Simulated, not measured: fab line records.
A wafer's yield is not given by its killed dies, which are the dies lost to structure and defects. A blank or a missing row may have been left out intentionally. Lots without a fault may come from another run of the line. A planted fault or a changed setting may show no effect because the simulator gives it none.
Matching of chambers / flow berkeley cmos170 / UCB170_V2_CMP_02 on cmp-01 has 4 sister chambers
The step polishes SiO2. 4 wafers are shown with their chamber, then 7 later ones without.

== WAFERS, EACH WITH ITS CHAMBER ==
wafer=L970.6; chamber=3; motor current A (A)=17.3
wafer=L979.6; chamber=1; motor current A (A)=15.8
wafer=L983.2; chamber=2; motor current A (A)=14.5
wafer=L983.4; chamber=0; motor current A (A)=15.4

== WAFERS WITHOUT THEIR CHAMBER ==
wafer=L983.6; motor current A (A)=16.9
wafer=L986.2; motor current A (A)=16.0
wafer=L986.3; motor current A (A)=16.3
wafer=L986.5; motor current A (A)=16.3
wafer=L987.1; motor current A (A)=15.3
wafer=L987.2; motor current A (A)=14.8
wafer=L987.6; motor current A (A)=15.1

== THE CHAMBER EACH PASSED THROUGH ==
wafer=L983.6; from the rows above=can't be placed: 3 or 1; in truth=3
wafer=L986.2; from the rows above=can't be placed: 1 or 0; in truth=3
wafer=L986.3; from the rows above=can't be placed: 1 or 0 or 3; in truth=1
wafer=L986.5; from the rows above=can't be placed: 1 or 0 or 3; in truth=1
wafer=L987.1; from the rows above=can't be placed: 0 or 1 or 2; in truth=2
wafer=L987.2; from the rows above=can't be placed: 2 or 0 or 1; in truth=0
wafer=L987.6; from the rows above=can't be placed: 0 or 2 or 1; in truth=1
Placed correctly: 0 of 7. Can't be placed from these rows: 7 (the true chamber is among the candidates in 6). Placed wrongly: 0.
How it was worked out, from the rows above alone: a wafer's distance from a chamber is the root of the sum, over the readings, of the square of ((its reading less the chamber's mean) divided by the reading's scatter). If the next closest chamber is less than 2 further off than the closest, the wafer can't be placed; otherwise it belongs to the closest. The mean given for a chamber averages the wafers shown for that chamber. The scatter (one wafer shown for each chamber): square how far every hidden wafer sits from the nearest shown wafer, average those squares and take the square root.
